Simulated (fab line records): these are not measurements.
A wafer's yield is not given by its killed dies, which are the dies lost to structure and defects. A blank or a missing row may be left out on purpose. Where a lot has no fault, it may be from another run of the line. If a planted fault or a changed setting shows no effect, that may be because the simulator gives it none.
Split-lot experiment ; flow rit-cmos ; on a route of 202 steps: 5 lots, 23 wafers read

## THE SPLIT
At RIT_NRETRO_IMPLANT_08, the setting energy-kev was moved away from the recipe's 70 on 4 of the 23 wafers read, by +3.7% to +3.8%. The other wafers ran this setting at the recipe's value.

The reading comes from the split's own step.

## THE READING
implant.drp-nm (the simulator's own value, which no gauge read), in nm, at RIT_NRETRO_IMPLANT_08. No usual value for it is given in the file.

wafer;tool, chamber at the split;energy-kev as run;against the recipe;implant.drp-nm, nm;against lot-mates on the recipe
L075.1;implanter-03, 0;70;recipe;33.94;-
L075.2;implanter-03, 0;70;recipe;33.94;-
L075.3;implanter-03, 0;70;recipe;33.94;-
L075.4;implanter-03, 0;70;recipe;33.94;-
L075.6;implanter-03, 0;70;recipe;33.94;-
L076.1;implanter-01, 0;70;recipe;33.94;-
L076.2;implanter-01, 0;70;recipe;33.94;-
L076.6;implanter-01, 0;70;recipe;33.94;-
L076.4;implanter-01, 0;72.58;+3.7%;34.99;+1.05
L076.5;implanter-01, 0;72.58;+3.7%;34.99;+1.05
L083.1;implanter-01, 0;70;recipe;33.94;-
L083.4;implanter-01, 0;70;recipe;33.94;-
L083.6;implanter-01, 0;70;recipe;33.94;-
L084.1;implanter-03, 0;70;recipe;33.94;-
L084.4;implanter-03, 0;70;recipe;33.94;-
L084.6;implanter-03, 0;70;recipe;33.94;-
L084.2;implanter-03, 0;72.69;+3.8%;35.03;+1.09
L084.5;implanter-03, 0;72.69;+3.8%;35.03;+1.09
L085.1;implanter-01, 0;70;recipe;33.94;-
L085.2;implanter-01, 0;70;recipe;33.94;-
L085.3;implanter-01, 0;70;recipe;33.94;-
L085.4;implanter-01, 0;70;recipe;33.94;-
L085.6;implanter-01, 0;70;recipe;33.94;-

FIT RESULTS
A straight line over all 23 wafers: implant.drp-nm changes by +0.284 nm for each +1% of energy-kev; r = +1.00; the points scatter about the line by 0.001 nm.
The same after taking each lot's own level away (the mean of its wafers on the recipe; 23 wafers): +0.284 nm for each +1%; r = +1.00; scatter 0.001 nm.
The reading moves by 1.1 nm for the largest change in energy-kev, on that fit.
The lots' own levels span 33.940 to 33.940 nm.
The two slopes agree, so the slope changes little with the lot-to-lot level.
Check: +1.09 nm against its lot-mates is what the line predicts for one of the wafers moved furthest among these (+3.8%) when that wafer is left out of the fit. It came out at +1.09 nm against them.

## ADDITIONAL SPLITS CARRIED BY THESE WAFERS
Before the reading, these wafers also passed through other splits. Each is held against what the fit with the lots' levels taken away leaves over:
other split on the same wafers;wafers away from the commonest value;r with implant.drp-nm (lot level and that fit taken away)
RIT_ACTIVE_OXIDATION_01 ox-time-s;18;-0.13
RIT_ACTIVE_SOFTBAKE_07 temp-c;10;+0.59
RIT_ACTIVE_DEVELOP_10 develop-time-s;7;+0.00
RIT_NWELL_COAT_01 spin-rpm;11;+0.31
RIT_NWELL_HARDBAKE_07 temp-c;7;-0.32
RIT_PWELL_COAT_01 spin-rpm;8;-0.44
RIT_PWELL_IMPLANT_08 energy-kev;8;+0.28
RIT_NRETRO_COAT_01 resist-thk-nm;7;-0.18

## THE WHOLE CHAIN: every reading that the file lists as answering this split, in the file's order
step;what it does;reading;change (the file's fit);r (the file's)
RIT_NRETRO_IMPLANT_08;;implant.rp-nm (the simulator's own value, which no gauge read);+0.884 nm for each +1% of the setting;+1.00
RIT_NRETRO_IMPLANT_08;;implant.drp-nm (the simulator's own value, which no gauge read);+0.285 nm for each +1% of the setting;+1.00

## THE FILE'S OWN FIT
implant.drp-nm changes by +0.285 nm for each +1% of energy-kev, r = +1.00.
